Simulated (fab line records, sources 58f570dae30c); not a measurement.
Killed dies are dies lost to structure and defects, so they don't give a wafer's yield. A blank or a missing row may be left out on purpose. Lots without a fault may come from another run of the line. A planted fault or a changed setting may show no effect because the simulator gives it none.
Which tool did it? | flow berkeley_cmos170 | 14 lots, 42 wafers sampled, at 5 steps of a route of 331

WHAT THE GAUGES READ, wafer by wafer
UCB170_PFIELD_TW_MEAS_09. Usual: PFIELD_TW 600, standard deviation 5.3.
lot  | measured    | on            | PFIELD_TW      | flag
L377 | day 4 21:48 | film_metro-03 | 595 593 590    |
L378 | day 4 21:59 | film_metro-02 | 601 599 601    |
L380 | day 5 14:00 | film_metro-02 | 598 601 601    |
L379 | day 5 12:53 | film_metro-02 | 603 599 598    |
L381 | day 5 13:57 | film_metro-03 | 591 587 589    |
L384 | day 6 11:01 | film_metro-03 | 591 588 590    |
L383 | day 6 13:49 | film_metro-02 | 599 600 599    |
L382 | day 6 14:01 | film_metro-04 | 604 603 602    |
L386 | day 6 20:13 | film_metro-04 | 1357 1360 1360 | OFF
L385 | day 6 19:56 | film_metro-02 | 598 600 600    |
L388 | day 6 20:20 | film_metro-02 | 1352 1352 1355 | OFF
L387 | day 6 19:40 | film_metro-02 | 598 596 596    |
L389 | day 7 11:42 | film_metro-04 | 1368 1352 1359 | OFF
L390 | day 7 22:40 | film_metro-04 | 1370 1371 1365 | OFF

UCB170_PSD_CD_MEAS_06: target cd 1200 nm. Usual: cd_nm 1200.2 nm, standard deviation 1.8.
lot  | measured     | on        | cd_nm (nm)           | flag
L377 | day 7 22:56  | cd_sem-02 | 1200.4 1199.8 1198.3 |
L378 | day 7 23:26  | cd_sem-01 | 1197.7 1197.5 1198.0 |
L380 | day 8 05:38  | cd_sem-01 | 1201.4 1200.2 1202.0 |
L379 | day 8 06:05  | cd_sem-01 | 1200.8 1199.0 1201.6 |
L381 | day 8 05:54  | cd_sem-01 | 1201.5 1200.8 1199.7 |
L384 | day 9 02:30  | cd_sem-02 | 1204.1 1203.4 1202.5 |
L383 | day 9 01:59  | cd_sem-01 | 1197.9 1197.5 1197.0 |
L382 | day 9 02:17  | cd_sem-02 | 1199.1 1199.7 1198.9 |
L386 | day 9 11:04  | cd_sem-02 | 1200.4 1199.9 1198.6 |
L385 | day 9 10:15  | cd_sem-01 | 1199.7 1200.7 1200.6 |
L388 | day 9 10:43  | cd_sem-01 | 1199.7 1199.9 1201.1 |
L387 | day 9 10:20  | cd_sem-02 | 1205.0 1204.6 1204.0 |
L389 | day 10 01:55 | cd_sem-01 | 1197.3 1195.9 1198.1 |
L390 | day 10 19:02 | cd_sem-02 | 1199.2 1198.7 1198.8 |

WHICH TOOL RAN EACH LOT (tool, then ch and the chambers of the sampled wafers, then the start)
lot  | UCB170_PWELL_STRIP_16               | UCB170_PFIELD_IMPLANT_07       | UCB170_PVT_STRIP_08
L377 | plasma_asher-01 ch 0,1, day 3 12:00 | implanter-03 ch 0, day 4 21:33 | plasma_asher-03 ch 0,1, day 6 19:46
L378 | plasma_asher-03 ch 1, day 3 12:14   | implanter-01 ch 0, day 4 21:44 | plasma_asher-03 ch 0,1, day 6 19:17
L380 | plasma_asher-02 ch 0,1, day 3 22:10 | implanter-03 ch 0, day 5 13:45 | plasma_asher-01 ch 0,1, day 7 05:07
L379 | plasma_asher-01 ch 0,1, day 3 22:22 | implanter-03 ch 0, day 5 12:38 | plasma_asher-01 ch 0,1, day 7 05:44
L381 | plasma_asher-03 ch 0,1, day 4 04:13 | implanter-01 ch 0, day 5 13:42 | plasma_asher-03 ch 0,1, day 7 05:17
L384 | plasma_asher-03 ch 0,1, day 4 18:00 | implanter-02 ch 0, day 6 10:46 | plasma_asher-01 ch 0,1, day 7 22:54
L383 | plasma_asher-01 ch 0,1, day 4 18:37 | implanter-03 ch 0, day 6 13:34 | plasma_asher-02 ch 0, day 7 22:50
L382 | plasma_asher-02 ch 0,1, day 4 18:43 | implanter-01 ch 0, day 6 13:46 | plasma_asher-03 ch 0,1, day 7 22:53
L386 | plasma_asher-02 ch 0,1, day 5 04:14 | implanter-01 ch 0, day 6 19:59 | plasma_asher-02 ch 0,1, day 8 06:49
L385 | plasma_asher-01 ch 0,1, day 5 04:21 | implanter-03 ch 0, day 6 19:41 | plasma_asher-01 ch 0,1, day 8 06:32
L388 | plasma_asher-02 ch 0,1, day 5 12:46 | implanter-03 ch 0, day 6 20:06 | plasma_asher-02 ch 0,1, day 8 06:31
L387 | plasma_asher-03 ch 0,1, day 5 12:50 | implanter-01 ch 0, day 6 19:26 | plasma_asher-03 ch 0,1, day 8 06:43
L389 | plasma_asher-01 ch 0,1, day 5 21:23 | implanter-03 ch 0, day 7 11:29 | plasma_asher-03 ch 0,1, day 8 23:14
L390 | plasma_asher-02 ch 0,1, day 6 07:33 | implanter-01 ch 0, day 7 22:25 | plasma_asher-01 ch 0,1, day 9 14:53
- UCB170_PWELL_STRIP_16: strips in O2.
- UCB170_PFIELD_IMPLANT_07
- UCB170_PVT_STRIP_08: strips in O2.

WHAT THE TOOLS THEMSELVES READ (means of the sampled wafers that have a number; where no wafer has one, the mark that the record gives instead)
UCB170_PWELL_STRIP_16. Usual: chamber_pressure_mTorr 3500 mTorr, standard deviation 3.1; drypump_motor_current_A 5.3 A, standard deviation 0.31; oes_product_au 0.720 a.u., standard deviation 0.0048; strip_time_to_endpoint_s 18.10 s, standard deviation 0.092.
lot  | tool            | chamber_pressure_mTorr (mTorr) | drypump_motor_current_A (A) | oes_product_au (a.u.) | strip_time_to_endpoint_s (s) | flag
L377 | plasma_asher-01 | 3500                           | 5.7                         | 0.724                 | 18.06                        |
L378 | plasma_asher-03 | 3502                           | 5.7                         | 0.720                 | 18.20                        |
L380 | plasma_asher-02 | 3504                           | 5.1                         | 0.718                 | 18.02                        |
L379 | plasma_asher-01 | 3499                           | 5.6                         | 0.718                 | 18.10                        |
L381 | plasma_asher-03 | 3503                           | 5.2                         | 0.724                 | 18.19                        |
L384 | plasma_asher-03 | 3500                           | 5.4                         | 0.718                 | 18.03                        |
L383 | plasma_asher-01 | 3502                           | 5.6                         | 0.718                 | 18.13                        |
L382 | plasma_asher-02 | 3497                           | 5.1                         | 0.719                 | 18.08                        |
L386 | plasma_asher-02 | 3501                           | 5.1                         | 0.722                 | 18.09                        |
L385 | plasma_asher-01 | 3502                           | 5.5                         | 0.727                 | 18.08                        |
L388 | plasma_asher-02 | 3499                           | 5.2                         | 0.720                 | 18.13                        |
L387 | plasma_asher-03 | 3498                           | 5.4                         | 0.716                 | 17.94                        |
L389 | plasma_asher-01 | 3503                           | 5.5                         | 0.722                 | 18.06                        |
L390 | plasma_asher-02 | 3502                           | 5.2                         | 0.721                 | 17.98                        |

UCB170_PVT_STRIP_08. Usual: chamber_pressure_mTorr 3500 mTorr, standard deviation 3.2; drypump_motor_current_A 5.4 A, standard deviation 0.35; oes_product_au 0.735 a.u., standard deviation 0.0045; strip_time_to_endpoint_s 21.65 s, standard deviation 0.064.
lot  | tool            | chamber_pressure_mTorr (mTorr) | drypump_motor_current_A (A) | oes_product_au (a.u.) | strip_time_to_endpoint_s (s) | flag
L377 | plasma_asher-03 | 3498                           | 5.2                         | 0.736                 | 21.59                        |
L378 | plasma_asher-03 | 3503                           | 5.4                         | 0.733                 | 21.67                        |
L380 | plasma_asher-01 | 3500                           | 5.7                         | 0.737                 | 21.62                        |
L379 | plasma_asher-01 | 3499                           | 5.6                         | 0.731                 | 21.73                        |
L381 | plasma_asher-03 | 3499                           | 5.4                         | 0.732                 | 21.59                        |
L384 | plasma_asher-01 | 3502                           | 5.6                         | 0.732                 | 21.60                        |
L383 | plasma_asher-02 | 3503                           | 5.2                         | 0.739                 | 21.73                        |
L382 | plasma_asher-03 | 3502                           | 5.2                         | 0.730                 | 21.67                        |
L386 | plasma_asher-02 | 3499                           | 5.2                         | 0.735                 | 21.59                        |
L385 | plasma_asher-01 | 3496                           | 5.5                         | 0.733                 | 21.62                        |
L388 | plasma_asher-02 | 3498                           | 5.1                         | 0.732                 | 21.67                        |
L387 | plasma_asher-03 | 3501                           | 5.4                         | 0.735                 | 21.71                        |
L389 | plasma_asher-03 | 3504                           | 5.2                         | 0.735                 | 21.62                        |
L390 | plasma_asher-01 | 3500                           | 5.7                         | 0.738                 | 21.60                        |

THE ANSWER, worked out from the rows above alone
Rule: a lot is off if the mean of its wafers that have a number lies more than 3 standard deviations from the usual mean. A lot without any number at a reading at which 4 lots or more have one is off too. The other lots that the step has rows for count as sound. The gauges are gone through in route order, then the tools' own readings, and for those a lot's mean is taken as printed above. The first step at which some lot is off is used, and at that step the reading that is off furthest; a lot without a number counts as furthest.
Off: L386, L388, L389, L390, at UCB170_PFIELD_TW_MEAS_09 (PFIELD_TW).
A tool fits if, at a process step before that reading, it ran every lot that is off, and no sound lot after the first of them. The gauges at UCB170_PFIELD_TW_MEAS_09 are tried like those tools. None of those tried fits.

WHAT THE SIMULATOR HAD PUT IN
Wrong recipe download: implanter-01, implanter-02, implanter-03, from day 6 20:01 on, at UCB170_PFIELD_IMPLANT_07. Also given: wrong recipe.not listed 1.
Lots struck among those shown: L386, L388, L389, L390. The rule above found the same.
